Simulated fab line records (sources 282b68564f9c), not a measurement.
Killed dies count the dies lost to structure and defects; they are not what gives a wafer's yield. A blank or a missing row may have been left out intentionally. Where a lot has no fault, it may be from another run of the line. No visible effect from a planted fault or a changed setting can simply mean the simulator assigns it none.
fab line records	flow ritCmos
record: lots: 7	wafers: 21	lastDay: 7
route steps=202 shown ACTIVE@14 FOX1@20 FOX2@23 NWELL@28 PWELL@39 WELLDRIVE@50 NRETRO@53 GATE@79 M1@202
lots that met no fault: taken from a fault-free run of the same line
startH: hours from the record's first day to the start of the lot's first wafer shown	waitH: hours from the lot's prior step to this one	" same as the row above	L1.1+2: several wafers, shown together as one row	- either no value or no given start	* or withheld: withheld	< > ~ a bound
route shown NAME@n: a module of which the file shows steps, and the number in the route of the first	usual: mean and standard deviation over wafers with no fault	same: alike in all rows	chamber/n: place in a boat	sites: readings site by site	_std_site: how widely they spread, as a standard deviation	_edge_site: the outer-site mean with the inner-site mean subtracted	radiusMm: for every site, how far away it sits from the centre of the wafer	mask NAME#n: copy n	behind: the most recent tool/chamber to have shaped the wafer	hold: why the lot was held/for how many hours/how that ended	device: whichever transistor did not switch (one of n, p or np)	end of line: the same wafers' tests at the end of the route	step lacking rows: just its recipe	killed: not the wafer's yield, but the dies lost to structure and defects at the first sort	map: per-die view of a wafer (x killed, . not killed, _ where there is no die)
set.NAME: the setting as run; set.NAME@STEP: as run at that earlier step	model.NAME: the simulator's own value behind a step, which no gauge read
lots seen at some steps along the route; tables by step, rows by wafer
services: the hour from which a tool's chamber was out of use, counted from the record's first day as startH (under 0 if before that day), plus the number of hours and why
== steps ==
step: RIT_ACTIVE_ETCH_13
recipe: stopOn: SiO2	chemistry: SF6	target: Si3N4	timeS: 210	overEtchFrac: 0.4	SF6_flow_sccm: 200	pressureMtorr: 260	rfW: 125	targetDepthA: 2100
usual: SF6_flow_sccm: 200.0/0.6	chamberPressureMTorr: 259.97/0.22	drypumpMotorCurrentA: 5.8/0.51	oesProductAu: 0.827/0.0094	rfFwdPowerW: 124.6/0.4	throttleValvePct: 7.54/0.091
lot.wafer	tool	chamber	startH	waitH	SF6_flow_sccm	chamberPressureMTorr	drypumpMotorCurrentA	oesProductAu	rfFwdPowerW	rfHoursCounterH	throttleValvePct
L182.2	rieDiel-01	3	19.83	0.1	199.5	259.75	5.2	0.828	124.2	135	7.48
L182.4	"	1	"	"	200.2	260.09	5.6	0.828	124.4	-	7.71
L182.6	"	3	"	"	200.3	260.18	5.3	0.833	124.0	-	7.48
L188.4	rieDiel-04	0	52.63	0.1	200.2	259.94	6.6	0.832	124.8	-	7.60
L188.5	"	3	"	"	200.1	259.86	5.8	0.811	124.9	-	7.64
L188.6	"	1	"	"	200.7	260.04	5.6	0.808	124.7	-	7.47
L192.1	rieDiel-03	3	70.67	0.1	200.2	259.78	5.4	0.823	124.6	154	7.55
L192.2	"	2	"	"	200.5	259.85	6.6	0.820	124.8	133	7.62
L192.4	"	0	"	"	200.0	260.19	4.8	0.828	125.1	13	7.54
L193.1	rieDiel-03	3	76.34	0.1	199.9	259.74	5.5	0.833	125.0	154	7.54
L193.4	"	2	"	"	198.7	260.13	6.6	0.816	123.6	133	7.62
L193.6	"	2	"	"	199.2	259.98	6.6	0.821	124.2	-	7.62
L194.1	rieDiel-04	2	80.19	0.1	200.4	260.33	5.5	0.820	123.6	0	7.41
L194.2	"	3	"	"	200.4	260.16	5.8	0.812	124.6	69	7.60
L194.3	"	1	"	"	199.2	259.54	5.6	0.818	125.0	40	7.46
L202.3	rieDiel-01	1	120.54	0.1	200.1	259.66	5.6	0.837	125.1	3	7.72
L202.5	"	3	"	"	199.9	259.84	5.2	0.841	123.9	-	7.48
L202.6	"	2	"	"	199.3	259.78	6.3	0.835	124.6	-	7.43
L203.2	rieDiel-03	2	125.66	0.1	200.8	259.85	6.5	0.815	125.3	134	7.63
L203.4	"	2	"	"	200.3	260.12	6.6	0.818	124.5	-	7.61
L203.5	"	0	"	"	200.3	259.47	4.8	0.841	125.1	-	7.55
step: RIT_ACTIVE_STRIP_14
recipe: chemistry: O2	timeS: 180	resist: NOVOLAK	platenTempC: withheld	powerW: 500	pressureMtorr: 4000	o2FlowSccm: 4000
usual: drypumpMotorCurrentA: 5.90/0.19
lot.wafer	tool	chamber	startH	waitH	drypumpMotorCurrentA	rfHoursCounterH
L182.2	plasmaAsher-04	0	19.97	0.1	6.19	22
L182.4	"	1	"	"	6.22	-
L182.6	"	0	"	"	6.22	-
L188.4	plasmaAsher-04	0	52.75	0.1	6.17	-
L188.5	"	1	"	"	6.19	-
L188.6	"	0	"	"	6.16	-
L192.1	plasmaAsher-02	1	70.81	0.1	5.88	43
L192.2	"	0	"	"	5.71	43
L192.4	"	1	"	"	5.87	-
L193.1	plasmaAsher-01	0	76.47	0.1	5.80	43
L193.4	"	1	"	"	5.76	-
L193.6	"	0	"	"	5.84	-
L194.1	plasmaAsher-02	0	80.32	0.1	5.65	44
L194.2	"	1	"	"	5.86	44
L194.3	"	0	"	"	5.69	-
L202.3	plasmaAsher-04	1	120.73	0.1	6.17	-
L202.5	"	0	"	"	6.21	-
L202.6	"	1	"	"	6.16	-
L203.2	plasmaAsher-04	0	125.79	0.1	6.18	33
L203.4	"	1	"	"	6.18	-
L203.5	"	0	"	"	6.18	-
step: RIT_ACTIVE_CD_MEAS_90
recipe: targetCdNm: 1400
usual: cdNm: 1399.4/2.1
lot.wafer	tool	chamber	startH	waitH	cdNm
L182.2	cdSem-02	-	20.16	0.1	1399.7
L182.4	"	-	"	"	1400.3
L182.6	"	-	"	"	1399.8
L188.4	cdSem-01	-	52.93	0.1	1398.5
L188.5	"	-	"	"	1397.2
L188.6	"	-	"	"	1396.3
L192.1	cdSem-02	-	70.98	0.1	1399.8
L192.2	"	-	"	"	1396.8
L192.4	"	-	"	"	1396.2
L193.1	cdSem-02	-	76.65	0.1	1398.3
L193.4	"	-	"	"	1398.7
L193.6	"	-	"	"	1400.4
L194.1	cdSem-01	-	80.50	0.1	1398.5
L194.2	"	-	"	"	1398.1
L194.3	"	-	"	"	1398.5
L202.3	cdSem-01	-	120.89	0.1	1399.4
L202.5	"	-	"	"	1400.6
L202.6	"	-	"	"	1397.5
L203.2	cdSem-02	-	125.99	0.1	1399.8
L203.4	"	-	"	"	1398.4
L203.5	"	-	"	"	1398.8
step: RIT_ACTIVE_CLEAN_15
recipe: chemistry: SC1	mix: 3:3:50	timeS: 600	tempC: 75
step: RIT_ACTIVE_CLEAN_16
recipe: chemistry: dHF	dilution: 50:1	timeS: 30
step: RIT_ACTIVE_CLEAN_17
recipe: chemistry: SC2	mix: 3:3:50	timeS: 600	tempC: 75	dry: n2Spin
step: RIT_FOX1_OXIDATION_00
recipe: tempC: 1100	ambient: H2O	targetThkA: 3507	pH2oTorr: 720	oxTimeS: 1130
step: RIT_FOX1_THK_MEAS_01
recipe: reads: SiO2_of_FOX1_OXIDATION_00
usual: FOX1_OXIDE_THK: 353/6.4
lot.wafer	tool	chamber	startH	waitH	FOX1_OXIDE_THK[nm]
L182.2	filmMetro-01	-	22.90	0.0	361
L182.4	"	-	"	"	365
L182.6	"	-	"	"	369
L188.4	filmMetro-01	-	58.45	0.0	348
L188.5	"	-	"	"	354
L188.6	"	-	"	"	353
L192.1	filmMetro-01	-	75.32	0.0	365
L192.2	"	-	"	"	365
L192.4	"	-	"	"	358
L193.1	filmMetro-02	-	79.27	0.0	351
L193.4	"	-	"	"	354
L193.6	"	-	"	"	349
L194.1	filmMetro-03	-	83.71	0.0	352
L194.2	"	-	"	"	352
L194.3	"	-	"	"	352
L202.3	filmMetro-03	-	124.46	0.0	361
L202.5	"	-	"	"	362
L202.6	"	-	"	"	361
L203.2	filmMetro-02	-	128.33	0.0	354
L203.4	"	-	"	"	348
L203.5	"	-	"	"	352
step: RIT_FOX1_WET_ETCH_02
recipe: chemistry: BOE	targetDepthNm: 350	timeS: 390	tempC: 21.5	dry: n2Spin	dilution: 10:1	target: SiO2
step: RIT_FOX2_OXIDATION_00
recipe: tempC: 1100	ambient: H2O	targetThkA: 3507	pH2oTorr: 720	oxTimeS: 1130
step: RIT_FOX2_THK_MEAS_01
recipe: reads: SiO2_of_FOX2_OXIDATION_00
usual: FOX2_OXIDE_THK: 354/6.8
lot.wafer	tool	chamber	startH	waitH	FOX2_OXIDE_THK[nm]
L182.2	filmMetro-04	-	25.29	0.0	348
L182.4	"	-	"	"	348
L182.6	"	-	"	"	349
L188.4	filmMetro-02	-	61.48	0.0	369
L188.5	"	-	"	"	369
L188.6	"	-	"	"	366
L192.1	filmMetro-01	-	76.88	0.0	356
L192.2	"	-	"	"	356
L192.4	"	-	"	"	358
L193.1	filmMetro-01	-	81.03	0.0	367
L193.4	"	-	"	"	365
L193.6	"	-	"	"	364
L194.1	filmMetro-02	-	85.20	0.0	354
L194.2	"	-	"	"	350
L194.3	"	-	"	"	352
L202.3	filmMetro-04	-	125.95	0.0	352
L202.5	"	-	"	"	358
L202.6	"	-	"	"	350
L203.2	filmMetro-04	-	129.82	0.0	345
L203.4	"	-	"	"	346
L203.5	"	-	"	"	348
step: RIT_FOX2_CLEAN_02
recipe: chemistry: dHF	dilution: 50:1	timeS: 180
step: RIT_FOX2_WET_ETCH_03
recipe: chemistry: H3PO4	target: Si3N4	targetDepthNm: 195	tempC: 165	timeS: 2700
usual: bathGuardTempC: 165.0/0.49	bathHeatDutyPct: 28.0/2.1
lot.wafer	tool	chamber	startH	waitH	bathGuardTempC	bathHeatDutyPct	model.Si3N4_of_ACTIVE_CVD_03.thkNm	model.SiO2_of_FOX2_OXIDATION_00.thkNm	model.SiO2_of_ACTIVE_OXIDATION_01.thkNm
L182.2	wetBench-04	2	25.40	0.0	164.8	27.7	0	320.6	41.1
L182.4	"	2	"	"	164.7	26.7	0	321.2	40.43
L182.6	"	2	"	"	164.7	27.8	0	321.9	41.66
L188.4	wetBench-03	3	61.58	0.0	164.7	29.7	0	341.8	41.87
L188.5	"	3	"	"	164.5	29.3	0	341.3	40.67
L188.6	"	3	"	"	164.6	27.5	0	338.8	42.1
L192.1	wetBench-03	2	77.00	0.0	-	-	131.9	339.3	47.09
L192.2	"	2	"	"	-	-	131.6	338.8	47.09
L192.4	"	2	"	"	-	-	131.9	340.8	46.75
L193.1	wetBench-04	1	81.14	0.0	-	-	132.8	350.1	47.93
L193.4	"	1	"	"	-	-	133.4	348.6	47.57
L193.6	"	1	"	"	-	-	133.4	347.9	46.8
L194.1	wetBench-04	0	85.32	0.0	-	-	131.8	337	45.23
L194.2	"	0	"	"	-	-	131.5	333.3	44.08
L194.3	"	0	"	"	-	-	131.6	335.4	44.81
L202.3	wetBench-04	3	126.05	0.0	164.6	29.6	0	324.5	41.37
L202.5	"	3	"	"	164.9	29.3	0	330.9	41.36
L202.6	"	3	"	"	165.0	28.8	0	322.2	38.54
L203.2	wetBench-04	2	129.93	0.0	164.9	27.3	0	317.9	40.84
L203.4	"	2	"	"	165.0	29.2	0	318.1	40.31
L203.5	"	2	"	"	165.3	30.7	0	320	41.61
step: RIT_NWELL_HMDS_00
recipe: primeTimeS: 60	primeTempC: 140
step: RIT_NWELL_COAT_01
recipe: resist: NOVOLAK	spinRpm: 2000	resistThkNm: 1300
step: RIT_NWELL_SOFTBAKE_02
recipe: resist: NOVOLAK	tempC: 90	timeS: 60
step: RIT_NWELL_EXPOSE_03
recipe: maskId: M2	na: 0.57	targetCdNm: 43900	doseMj: 250
step: RIT_NWELL_PEB_04
recipe: resist: NOVOLAK	tempC: withheld	timeS: withheld
step: RIT_NWELL_DEVELOP_05
recipe: resist: NOVOLAK	developTimeS: 68	devTempC: 23
step: RIT_NWELL_OVL_MEAS_06
usual: NWELL_OVL: 0.0/1.3
lot.wafer	tool	chamber	startH	waitH	NWELL_OVL[nm]
L182.2	overlay-02	-	27.30	-	-0.6
L182.4	"	-	"	"	0.2
L182.6	"	-	"	"	1.6
L188.4	overlay-01	-	63.30	-	-0.8
L188.5	"	-	"	"	-1.3
L188.6	"	-	"	"	-1.1
L192.1	overlay-01	-	78.70	-	-2.7
L192.2	"	-	"	"	-0.7
L192.4	"	-	"	"	-0.1
L193.1	overlay-02	-	82.84	-	1.3
L193.4	"	-	"	"	0.4
L193.6	"	-	"	"	-0.4
L194.1	overlay-01	-	87.14	-	1.7
L194.2	"	-	"	"	0.2
L194.3	"	-	"	"	1.2
L202.3	overlay-02	-	127.76	-	0.6
L202.5	"	-	"	"	-1.7
L202.6	"	-	"	"	-1.7
L203.2	overlay-02	-	131.75	-	-1.4
L203.4	"	-	"	"	-1.8
L203.5	"	-	"	"	-0.7
step: RIT_NWELL_HARDBAKE_07
recipe: resist: NOVOLAK	tempC: 140	timeS: 120
step: RIT_NWELL_IMPLANT_08
recipe: species: P	energyKev: 170	doseCm2: 5e+13	tiltDeg: 7
step: RIT_NWELL_STRIP_09
recipe: chemistry: O2	timeS: 180	resist: NOVOLAK	platenTempC: withheld	powerW: 500	pressureMtorr: 4000	o2FlowSccm: 4000
usual: drypumpMotorCurrentA: 5.92/0.24
lot.wafer	tool	chamber	startH	waitH	drypumpMotorCurrentA	rfHoursCounterH
L182.2	plasmaAsher-04	1	27.90	0.1	6.21	22
L182.4	"	1	"	"	6.19	-
L182.6	"	0	"	"	6.18	-
L188.4	plasmaAsher-03	1	63.78	0.1	5.65	-
L188.5	"	0	"	"	5.76	-
L188.6	"	1	"	"	5.64	-
L192.1	plasmaAsher-03	0	79.13	0.1	5.77	44
L192.2	"	1	"	"	5.65	44
L192.4	"	0	"	"	5.76	-
L193.1	plasmaAsher-04	0	83.28	0.1	6.16	27
L193.4	"	0	"	"	6.20	-
L193.6	"	0	"	"	6.16	-
L194.1	plasmaAsher-04	0	87.58	0.1	6.21	28
L194.2	"	1	"	"	6.22	28
L194.3	"	1	"	"	6.23	-
L202.3	plasmaAsher-03	0	128.24	0.1	5.77	-
L202.5	"	0	"	"	5.78	-
L202.6	"	1	"	"	5.65	-
L203.2	plasmaAsher-04	1	132.18	0.1	6.17	33
L203.4	"	1	"	"	6.20	-
L203.5	"	0	"	"	6.21	-
step: RIT_NWELL_TW_MEAS_10
usual: NWELL_TW: 2156/14
lot.wafer	tool	chamber	startH	waitH	NWELL_TW
L182.2	filmMetro-03	-	28.08	0.1	2131
L182.4	"	-	"	"	2128
L182.6	"	-	"	"	2114
L188.4	filmMetro-03	-	63.92	0.1	2126
L188.5	"	-	"	"	2135
L188.6	"	-	"	"	2124
L192.1	filmMetro-01	-	79.31	0.1	2161
L192.2	"	-	"	"	2174
L192.4	"	-	"	"	2158
L193.1	filmMetro-01	-	83.45	0.1	2170
L193.4	"	-	"	"	2147
L193.6	"	-	"	"	2158
L194.1	filmMetro-03	-	87.75	0.1	2135
L194.2	"	-	"	"	2127
L194.3	"	-	"	"	2145
L202.3	filmMetro-01	-	128.38	0.1	2167
L202.5	"	-	"	"	2166
L202.6	"	-	"	"	2160
L203.2	filmMetro-01	-	132.36	0.1	2161
L203.4	"	-	"	"	2167
L203.5	"	-	"	"	2159
step: RIT_PWELL_HMDS_00
recipe: primeTimeS: 60	primeTempC: 140
step: RIT_PWELL_COAT_01
recipe: resist: NOVOLAK	spinRpm: 2000	resistThkNm: 1300
step: RIT_PWELL_SOFTBAKE_02
recipe: resist: NOVOLAK	tempC: 90	timeS: 60
step: RIT_PWELL_EXPOSE_03
recipe: maskId: M3	na: 0.57	targetCdNm: 43700	doseMj: 250
step: RIT_PWELL_PEB_04
recipe: resist: NOVOLAK	tempC: withheld	timeS: withheld
step: RIT_PWELL_DEVELOP_05
recipe: resist: NOVOLAK	developTimeS: 68	devTempC: 23
step: RIT_PWELL_OVL_MEAS_06
usual: PWELL_OVL: 1.7/1.5
lot.wafer	tool	chamber	startH	waitH	PWELL_OVL[nm]
L182.2	overlay-02	-	29.02	-	0.5
L182.4	"	-	"	"	1.7
L182.6	"	-	"	"	1.6
L188.4	overlay-01	-	64.85	-	2.4
L188.5	"	-	"	"	2.3
L188.6	"	-	"	"	3.9
L192.1	overlay-02	-	80.37	-	3.5
L192.2	"	-	"	"	2.0
L192.4	"	-	"	"	1.1
L193.1	overlay-02	-	84.39	-	0.4
L193.4	"	-	"	"	0.3
L193.6	"	-	"	"	0.8
L194.1	overlay-01	-	88.85	-	3.6
L194.2	"	-	"	"	1.3
L194.3	"	-	"	"	2.7
L202.3	overlay-01	-	129.39	-	2.6
L202.5	"	-	"	"	4.3
L202.6	"	-	"	"	2.6
L203.2	overlay-02	-	133.30	-	3.6
L203.4	"	-	"	"	1.6
L203.5	"	-	"	"	1.6
step: RIT_PWELL_HARDBAKE_07
recipe: resist: NOVOLAK	tempC: 140	timeS: 120
step: RIT_PWELL_IMPLANT_08
recipe: species: B	energyKev: 170	doseCm2: 7e+13	tiltDeg: 7
step: RIT_PWELL_STRIP_09
recipe: chemistry: O2	timeS: 180	resist: NOVOLAK	platenTempC: withheld	powerW: 500	pressureMtorr: 4000	o2FlowSccm: 4000
usual: drypumpMotorCurrentA: 5.76/0.08
lot.wafer	tool	chamber	startH	waitH	drypumpMotorCurrentA	rfHoursCounterH
L182.2	plasmaAsher-03	0	29.45	0.1	5.77	39
L182.4	"	1	"	"	5.63	-
L182.6	"	1	"	"	5.64	-
L188.4	plasmaAsher-02	1	65.33	0.1	5.88	-
L188.5	"	0	"	"	5.71	-
L188.6	"	1	"	"	5.86	-
L192.1	plasmaAsher-03	0	80.81	0.1	5.76	44
L192.2	"	1	"	"	5.65	44
L192.4	"	0	"	"	5.76	-
L193.1	plasmaAsher-01	1	84.83	0.1	5.77	44
L193.4	"	1	"	"	5.78	-
L193.6	"	0	"	"	5.84	-
L194.1	plasmaAsher-02	0	89.28	0.1	5.62	45
L194.2	"	1	"	"	5.87	45
L194.3	"	0	"	"	5.62	-
L202.3	plasmaAsher-01	1	129.87	0.1	5.75	-
L202.5	"	0	"	"	5.83	-
L202.6	"	1	"	"	5.75	-
L203.2	plasmaAsher-02	1	133.73	0.1	5.89	2
L203.4	"	0	"	"	5.70	-
L203.5	"	1	"	"	5.89	-
step: RIT_PWELL_TW_MEAS_10
usual: PWELL_TW: 959/7.9
lot.wafer	tool	chamber	startH	waitH	PWELL_TW
L182.2	filmMetro-04	-	29.63	0.1	963
L182.4	"	-	"	"	961
L182.6	"	-	"	"	963
L188.4	filmMetro-03	-	65.47	0.1	941
L188.5	"	-	"	"	944
L188.6	"	-	"	"	937
L192.1	filmMetro-04	-	80.98	0.1	958
L192.2	"	-	"	"	963
L192.4	"	-	"	"	962
L193.1	filmMetro-03	-	85.00	0.1	947
L193.4	"	-	"	"	950
L193.6	"	-	"	"	956
L194.1	filmMetro-01	-	89.46	0.1	958
L194.2	"	-	"	"	960
L194.3	"	-	"	"	958
L202.3	filmMetro-04	-	130.01	0.1	966
L202.5	"	-	"	"	964
L202.6	"	-	"	"	961
L203.2	filmMetro-04	-	133.92	0.1	962
L203.4	"	-	"	"	962
L203.5	"	-	"	"	963
step: RIT_WELLDRIVE_ANNEAL_00
recipe: tempC: 1100	timeS: 14700	ambient: N2
step: RIT_NRETRO_HMDS_00
recipe: primeTimeS: 60	primeTempC: 140
step: RIT_NRETRO_COAT_01
recipe: resist: NOVOLAK	spinRpm: 2000	resistThkNm: 1300
step: RIT_NRETRO_SOFTBAKE_02
recipe: resist: NOVOLAK	tempC: 90	timeS: 60
step: RIT_GATE_CLEAN_04
recipe: chemistry: dHF	dilution: 50:1	timeS: 60	dry: n2Spin
lot.wafer	tool	chamber	startH	waitH	model.SiO2_of_FOX2_OXIDATION_00.thkNm
L182.2	wetBench-02	0	39.52	0.0	252.3
L182.4	"	0	"	"	252.9
L182.6	"	0	"	"	253.9
L188.4	wetBench-04	2	75.68	0.0	273.9
L188.5	"	2	"	"	273.1
L188.6	"	2	"	"	270.6
L192.1	wetBench-02	3	91.01	0.0	272.3
L192.2	"	3	"	"	272
L192.4	"	3	"	"	273.7
L193.1	wetBench-03	0	94.39	0.0	282.4
L193.4	"	0	"	"	280.9
L193.6	"	0	"	"	280.2
L194.1	wetBench-02	3	98.78	0.0	269.4
L194.2	"	3	"	"	266.1
L194.3	"	3	"	"	267.8
L202.3	wetBench-02	1	139.36	0.0	256.3
L202.5	"	1	"	"	262.1
L202.6	"	1	"	"	253.6
L203.2	wetBench-03	3	144.09	0.0	250.5
L203.4	"	3	"	"	250.4
L203.5	"	3	"	"	252.4
step: RIT_M1_PROBE_99
usual: killedAtContacts: 0.1/0.36	killedAtFrontEnd: 7/3.1	killedDies: 7/3.1	killedOnRim: 1.9/1.4	killedOpen: 3.6/2.1	killedShort: 3.2/1.9
same: grossDies: 264	killed_at_M0_to_M3: 0	killed_at_M4_up: 0	killedAtBackSide: 0	killedAtOther: 0
lot.wafer	tool	chamber	startH	waitH	killedAtContacts	killedAtFrontEnd	killedDies	killedOnRim	killedOpen	killedShort
L192.1	prober-02	-	117.88	0.1	0	264	264	70	3	2
L192.2	prober-02	-	117.93	0.1	0	264	264	70	2	4
L192.4	prober-02	-	118.03	0.2	0	264	264	70	4	0
L193.1	prober-01	-	122.80	0.1	0	264	264	70	8	4
L193.4	prober-01	-	122.95	0.2	0	264	264	70	6	4
L193.6	prober-01	-	123.05	0.2	1	263	264	70	4	1
L194.1	prober-02	-	127.01	0.1	0	264	264	70	1	4
L194.2	prober-02	-	127.06	0.1	0	264	264	70	4	0
L194.3	prober-02	-	127.11	0.2	1	263	264	70	5	3
L203.2	prober-01	-	168.83	0.1	0	8	8	2	3	5
L203.4	prober-01	-	168.93	0.2	0	9	9	2	6	3
L203.5	prober-01	-	168.98	0.2	0	7	7	2	5	2
killed by level:class
L192.1 FOX2:areaEtch=259 GATE:geometricParticle:open=2 FOX1:geometricParticle:open=1 GATE:geometricParticle:short=1 SPACER:geometricParticle:short=1
L192.2 FOX2:areaEtch=258 SILICIDE:geometricParticle:short=2 FOX1:geometricParticle:short=1 REOX:geometricParticle:short=1 REOX:geometricParticle:open=1 SPACER:geometricParticle:open=1
L192.4 FOX2:areaEtch=260 GATE:geometricParticle:open=1 REOX:geometricParticle:open=1 SPACER:geometricParticle:open=1 SILICIDE:geometricParticle:open=1
L193.1 FOX2:areaEtch=252 FOX1:geometricParticle:open=2 FOX2:geometricParticle:open=2 REOX:geometricParticle:open=2 FOX1:geometricParticle:short=1 FOX2:geometricParticle:short=1 GATE:geometricParticle:open=1 GATE:geometricParticle:short=1
L193.4 FOX2:areaEtch=254 SPACER:geometricParticle:short=3 SILICIDE:geometricParticle:open=3 GATE:geometricParticle:open=2 FOX1:geometricParticle:short=1 SPACER:geometricParticle:open=1
L193.6 FOX2:areaEtch=259 FOX1:geometricParticle:open=2 SPACER:geometricParticle:open=1 SILICIDE:geometricParticle:short=1 CONTACT:geometricParticle:open=1
L194.1 FOX2:areaEtch=259 FOX1:geometricParticle:open=1 FOX1:geometricParticle:short=1 FOX2:geometricParticle:short=1 REOX:geometricParticle:short=1 SILICIDE:geometricParticle:short=1
L194.2 FOX2:areaEtch=260 SPACER:geometricParticle:open=2 REOX:geometricParticle:open=1 SILICIDE:geometricParticle:open=1
L194.3 FOX2:areaEtch=256 GATE:geometricParticle:open=3 GATE:geometricParticle:short=2 FOX2:geometricParticle:open=1 SPACER:geometricParticle:open=1 CONTACT:geometricParticle:short=1
L203.2 GATE:geometricParticle:short=4 FOX1:geometricParticle:open=1 FOX2:geometricParticle:short=1 GATE:geometricParticle:open=1 REOX:geometricParticle:open=1
L203.4 GATE:geometricParticle:open=4 GATE:geometricParticle:short=3 SPACER:geometricParticle:open=1 SILICIDE:geometricParticle:open=1
L203.5 REOX:geometricParticle:open=3 GATE:geometricParticle:short=2 GATE:geometricParticle:open=2
map L192.1 (x killed, . not)
________xxxxxxx_______
_____xxxxxxxxxxxxx____
____xxxxxxxxxxxxxxx___
___xxxxxxxxxxxxxxxxx__
__xxxxxxxxxxxxxxxxxxx_
__xxxxxxxxxxxxxxxxxxx_
_xxxxxxxxxxxxxxxxxxxxx
_xxxxxxxxxxxxxxxxxxxxx
_xxxxxxxxxxxxxxxxxxxxx
_xxxxxxxxxxxxxxxxxxxxx
__xxxxxxxxxxxxxxxxxxx_
__xxxxxxxxxxxxxxxxxxx_
___xxxxxxxxxxxxxxxxx__
____xxxxxxxxxxxxxxx___
_____xxxxxxxxxxxxx____
________xxxxxxx_______
map L193.1 (x killed, . not)
________xxxxxxx_______
_____xxxxxxxxxxxxx____
____xxxxxxxxxxxxxxx___
___xxxxxxxxxxxxxxxxx__
__xxxxxxxxxxxxxxxxxxx_
__xxxxxxxxxxxxxxxxxxx_
_xxxxxxxxxxxxxxxxxxxxx
_xxxxxxxxxxxxxxxxxxxxx
_xxxxxxxxxxxxxxxxxxxxx
_xxxxxxxxxxxxxxxxxxxxx
__xxxxxxxxxxxxxxxxxxx_
__xxxxxxxxxxxxxxxxxxx_
___xxxxxxxxxxxxxxxxx__
____xxxxxxxxxxxxxxx___
_____xxxxxxxxxxxxx____
________xxxxxxx_______
== services ==
tool	chamber	startH	hours	kind
rieDiel-04	-	9.06	0.5	repair
rieDiel-03	-	15.54	0.6	repair
rieDiel-04	2	40.29	-	clean
rieDiel-04	2	40.29	16.3	scheduledDown
rieDiel-04	2	40.29	16.3	ventCycle
rieDiel-03	0	40.71	4.9	repair
rieDiel-03	2	44.34	2.8	repair
rieDiel-03	-	56.54	2.8	pm
rieDiel-01	0	81.73	-	clean
rieDiel-01	0	81.73	23.5	scheduledDown
rieDiel-01	0	81.73	23.5	ventCycle
rieDiel-03	3	82.60	8.4	repair
rieDiel-04	1	92.24	16.2	repair
plasmaAsher-04	-	105.75	0.9	repair
plasmaAsher-02	-	108.75	9.0	pm
plasmaAsher-02	0	108.75	9.0	ventCycle
plasmaAsher-02	1	108.75	9.0	ventCycle
plasmaAsher-02	0	117.75	-	clean
plasmaAsher-02	1	117.75	-	clean
wetBench-04	-	120.41	1.9	pm
rieDiel-03	3	124.29	-	clean
rieDiel-03	3	124.29	15.5	scheduledDown
rieDiel-03	3	124.29	15.5	ventCycle
rieDiel-01	-	140.59	1.0	repair
== key ==
firstSign: step: RIT_FOX2_WET_ETCH_03	reading: toolRecord	direction: missing
effect: step: RIT_M1_PROBE_99	reading: killedDies	direction: up	sigmas: 84	usual: 7	struck: 264
modelEffect: step: RIT_FOX2_WET_ETCH_03	value: Si3N4_of_ACTIVE_CVD_03.thkNm	without: 0	struck: 132.2
modelEffect: step: RIT_GATE_CLEAN_04	value: SiO2_of_FOX2_OXIDATION_00.thkNm	without: 263.1	struck: 273.9
moreKillsBornAt: RIT_FOX2_WET_ETCH_03@wetBench-04: 1540	RIT_FOX2_WET_ETCH_03@wetBench-03: 777
metAt RIT_FOX2_WET_ETCH_03
struckWafers L192.1,L192.2,L192.4,L193.1,L193.4,L193.6,L194.1,L194.2,L194.3
laterRowsLeftOut L192.1,L192.2,L192.4,L193.1,L193.4,L193.6,L194.1,L194.2,L194.3
testerLeftOut L192,L193,L194
onsetBetween 61.58 77.00
fault: kind: skippedStepWhole	tool: wetBench-03,wetBench-04	chamber: -	onsetH: 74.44	steps: RIT_FOX2_WET_ETCH_03	scope: struckLotsOnly
testerLeftOut: of these lots the tester's yield and bins aren't shown, on N5 and GAA mostly nor the transistor test; their killed dies are dies lost to structure and defects alone, not to doping, threshold or leakage, so they don't give the yield
laterRowsLeftOut: the simulator's readings of these wafers behind a module that went badly wrong aren't trusted and aren't shown, but for the sort
